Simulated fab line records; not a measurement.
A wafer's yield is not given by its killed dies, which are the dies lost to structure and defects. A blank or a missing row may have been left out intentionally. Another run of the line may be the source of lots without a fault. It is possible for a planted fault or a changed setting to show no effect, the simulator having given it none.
Split-lot experiment || flow rit-cmos || 23 wafers read from 5 lots, route of 202 steps

THE SPLIT ITSELF
At RIT_GATE_SOFTBAKE_12 (time 60 s), the setting temp-c was moved away from the recipe's 90 C on 6 of the 23 wafers read, by -3.7% to +2.7%. This setting was run at the recipe's value on the other wafers.

FROM THE SPLIT TO THE READING: what the file shows between them, 2 steps
- RIT_GATE_EXPOSE_13: exposes mask M6, target cd 150 nm
- RIT_GATE_PEB_14

THE READING
NOVOLAK_of_GATE_COAT_11.thk-nm (the simulator's own value, which no gauge read), in nm, at RIT_GATE_DEVELOP_15 (develop time 50 s). The file does not state a usual value for it. Average 858.1 nm, standard deviation 2 nm, over the 17 wafers here run with the recipe.

{"wafer": "L074.1", "tool, chamber at the split": "litho-track-01, 0", "temp-c as run, C": 90, "against the recipe": "recipe", "NOVOLAK_of_GATE_COAT_11.thk-nm, nm": 858.8, "against lot-mates on the recipe": "-"}
{"wafer": "L074.2", "tool, chamber at the split": "litho-track-01, 0", "temp-c as run, C": 90, "against the recipe": "recipe", "NOVOLAK_of_GATE_COAT_11.thk-nm, nm": 858.4, "against lot-mates on the recipe": "-"}
{"wafer": "L074.4", "tool, chamber at the split": "litho-track-01, 0", "temp-c as run, C": 90, "against the recipe": "recipe", "NOVOLAK_of_GATE_COAT_11.thk-nm, nm": 858.7, "against lot-mates on the recipe": "-"}
{"wafer": "L074.5", "tool, chamber at the split": "litho-track-01, 0", "temp-c as run, C": 90, "against the recipe": "recipe", "NOVOLAK_of_GATE_COAT_11.thk-nm, nm": 858.9, "against lot-mates on the recipe": "-"}
{"wafer": "L074.6", "tool, chamber at the split": "litho-track-01, 0", "temp-c as run, C": 90, "against the recipe": "recipe", "NOVOLAK_of_GATE_COAT_11.thk-nm, nm": 857.7, "against lot-mates on the recipe": "-"}
{"wafer": "L078.1", "tool, chamber at the split": "litho-track-01, 0", "temp-c as run, C": 86.68, "against the recipe": "-3.7%", "NOVOLAK_of_GATE_COAT_11.thk-nm, nm": 867.3, "against lot-mates on the recipe": "+11.4"}
{"wafer": "L078.2", "tool, chamber at the split": "litho-track-01, 0", "temp-c as run, C": 90, "against the recipe": "recipe", "NOVOLAK_of_GATE_COAT_11.thk-nm, nm": 855.7, "against lot-mates on the recipe": "-"}
{"wafer": "L078.3", "tool, chamber at the split": "litho-track-01, 0", "temp-c as run, C": 90, "against the recipe": "recipe", "NOVOLAK_of_GATE_COAT_11.thk-nm, nm": 855.7, "against lot-mates on the recipe": "-"}
{"wafer": "L078.4", "tool, chamber at the split": "litho-track-01, 0", "temp-c as run, C": 90, "against the recipe": "recipe", "NOVOLAK_of_GATE_COAT_11.thk-nm, nm": 856.4, "against lot-mates on the recipe": "-"}
{"wafer": "L078.6", "tool, chamber at the split": "litho-track-01, 0", "temp-c as run, C": 86.68, "against the recipe": "-3.7%", "NOVOLAK_of_GATE_COAT_11.thk-nm, nm": 862.9, "against lot-mates on the recipe": "+7.0"}
{"wafer": "L079.2", "tool, chamber at the split": "litho-track-04, 0", "temp-c as run, C": 92.4, "against the recipe": "+2.7%", "NOVOLAK_of_GATE_COAT_11.thk-nm, nm": 850, "against lot-mates on the recipe": -5.8}
{"wafer": "L079.3", "tool, chamber at the split": "litho-track-04, 0", "temp-c as run, C": 92.4, "against the recipe": "+2.7%", "NOVOLAK_of_GATE_COAT_11.thk-nm, nm": 849.4, "against lot-mates on the recipe": -6.4}
{"wafer": "L079.4", "tool, chamber at the split": "litho-track-04, 0", "temp-c as run, C": 90, "against the recipe": "recipe", "NOVOLAK_of_GATE_COAT_11.thk-nm, nm": 856.7, "against lot-mates on the recipe": "-"}
{"wafer": "L079.5", "tool, chamber at the split": "litho-track-04, 0", "temp-c as run, C": 90, "against the recipe": "recipe", "NOVOLAK_of_GATE_COAT_11.thk-nm, nm": 854.8, "against lot-mates on the recipe": "-"}
{"wafer": "L079.6", "tool, chamber at the split": "litho-track-04, 0", "temp-c as run, C": 90, "against the recipe": "recipe", "NOVOLAK_of_GATE_COAT_11.thk-nm, nm": 856, "against lot-mates on the recipe": "-"}
{"wafer": "L084.1", "tool, chamber at the split": "litho-track-04, 0", "temp-c as run, C": 90, "against the recipe": "recipe", "NOVOLAK_of_GATE_COAT_11.thk-nm, nm": 861.1, "against lot-mates on the recipe": "-"}
{"wafer": "L084.4", "tool, chamber at the split": "litho-track-04, 0", "temp-c as run, C": 90, "against the recipe": "recipe", "NOVOLAK_of_GATE_COAT_11.thk-nm, nm": 861.9, "against lot-mates on the recipe": "-"}
{"wafer": "L084.5", "tool, chamber at the split": "litho-track-04, 0", "temp-c as run, C": 90, "against the recipe": "recipe", "NOVOLAK_of_GATE_COAT_11.thk-nm, nm": 858.5, "against lot-mates on the recipe": "-"}
{"wafer": "L085.2", "tool, chamber at the split": "litho-track-04, 0", "temp-c as run, C": 88.5, "against the recipe": "-1.7%", "NOVOLAK_of_GATE_COAT_11.thk-nm, nm": 861.2, "against lot-mates on the recipe": "+1.9"}
{"wafer": "L085.3", "tool, chamber at the split": "litho-track-04, 0", "temp-c as run, C": 90, "against the recipe": "recipe", "NOVOLAK_of_GATE_COAT_11.thk-nm, nm": 860.2, "against lot-mates on the recipe": "-"}
{"wafer": "L085.4", "tool, chamber at the split": "litho-track-04, 0", "temp-c as run, C": 90, "against the recipe": "recipe", "NOVOLAK_of_GATE_COAT_11.thk-nm, nm": 860.5, "against lot-mates on the recipe": "-"}
{"wafer": "L085.5", "tool, chamber at the split": "litho-track-04, 0", "temp-c as run, C": 88.5, "against the recipe": "-1.7%", "NOVOLAK_of_GATE_COAT_11.thk-nm, nm": 860.4, "against lot-mates on the recipe": "+1.1"}
{"wafer": "L085.6", "tool, chamber at the split": "litho-track-04, 0", "temp-c as run, C": 90, "against the recipe": "recipe", "NOVOLAK_of_GATE_COAT_11.thk-nm, nm": 857.2, "against lot-mates on the recipe": "-"}

FIT RESULTS
A straight line over all 23 wafers: NOVOLAK_of_GATE_COAT_11.thk-nm changes by -2.29 nm for each +1% of temp-c; r = -0.85; the points scatter about the line by 2.1 nm.
The same after taking each lot's own level away (the mean of its wafers on the recipe; 23 wafers): -2.26 nm for each +1%; r = -0.93; scatter 1.3 nm.
The reading moves by 8.3 nm for the largest change in temp-c, on that fit.
Measured against the standard deviation above, the lots' own levels, which go from 855.83 to 860.50 nm, span 2.3 times it.
So the lot-to-lot level changes the slope little: the two slopes agree.
Check: +6.8 nm against its lot-mates is what the line predicts for one of the wafers moved furthest among these (-3.7%) when that wafer is left out of the fit. Against them it came out at +11.4 nm.

THE FILE'S OWN FIT
NOVOLAK_of_GATE_COAT_11.thk-nm changes by -2.24 nm for each +1% of temp-c, r = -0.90.
